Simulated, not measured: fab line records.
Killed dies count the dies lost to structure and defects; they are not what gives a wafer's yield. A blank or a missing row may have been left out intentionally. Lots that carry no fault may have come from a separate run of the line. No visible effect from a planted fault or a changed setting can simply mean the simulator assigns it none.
Which of the tools did it? || flow berkeleyCmos170 || route of 331 steps, sampled at 1 step: 7 lots, 21 wafers

WHAT THE GAUGES SHOWED, per wafer
UCB170_NWELL_THK_MEAS_02.
{"lot": "L591", "measured": "day 2 06:38", "on": "filmMetro-03", "NWELL_OXIDE_THK (nm)": "27.3 26.9 27.4"}
{"lot": "L595", "measured": "day 3 11:18", "on": "filmMetro-03", "NWELL_OXIDE_THK (nm)": "25.7 26.0 25.9"}
{"lot": "L598", "measured": "day 4 03:34", "on": "filmMetro-03", "NWELL_OXIDE_THK (nm)": "26.6 26.7 26.0"}
{"lot": "L601", "measured": "day 4 11:01", "on": "filmMetro-03", "NWELL_OXIDE_THK (nm)": "26.0 25.8 25.8"}
{"lot": "L604", "measured": "day 5 02:10", "on": "filmMetro-04", "NWELL_OXIDE_THK (nm)": "26.5 26.5 26.0"}
{"lot": "L607", "measured": "day 5 17:57", "on": "filmMetro-04", "NWELL_OXIDE_THK (nm)": "26.4 26.4 26.6"}
{"lot": "L612", "measured": "day 6 13:33", "on": "filmMetro-03", "NWELL_OXIDE_THK (nm)": "26.4 26.8 26.6"}

EACH LOT AND THE TOOL THAT RAN IT (in order: tool; ch and the chambers of the sampled wafers; start)
The record shows no process step preceding these readings.

THE ANSWER, worked out from the rows above alone
Rule: what is usual is taken from the lots themselves. The widest of any qualifying gaps counts: lots, ordered by their means at a reading, are off when they make up no more than a third of the lots, leave a main group of 4 or more, and stand apart from it by 3 or more times the standard deviation of that group's means. A main group is skipped when, at the precision printed for the reading in the tables above, its means are all equal. Also off: a lot with no number at a reading for which 4 or more lots have one. The other lots that the step has rows for count as sound.
Across all readings shown, no lot is off: no conclusion can be drawn from this.

WHAT HAD BEEN PUT IN BY THE SIMULATOR
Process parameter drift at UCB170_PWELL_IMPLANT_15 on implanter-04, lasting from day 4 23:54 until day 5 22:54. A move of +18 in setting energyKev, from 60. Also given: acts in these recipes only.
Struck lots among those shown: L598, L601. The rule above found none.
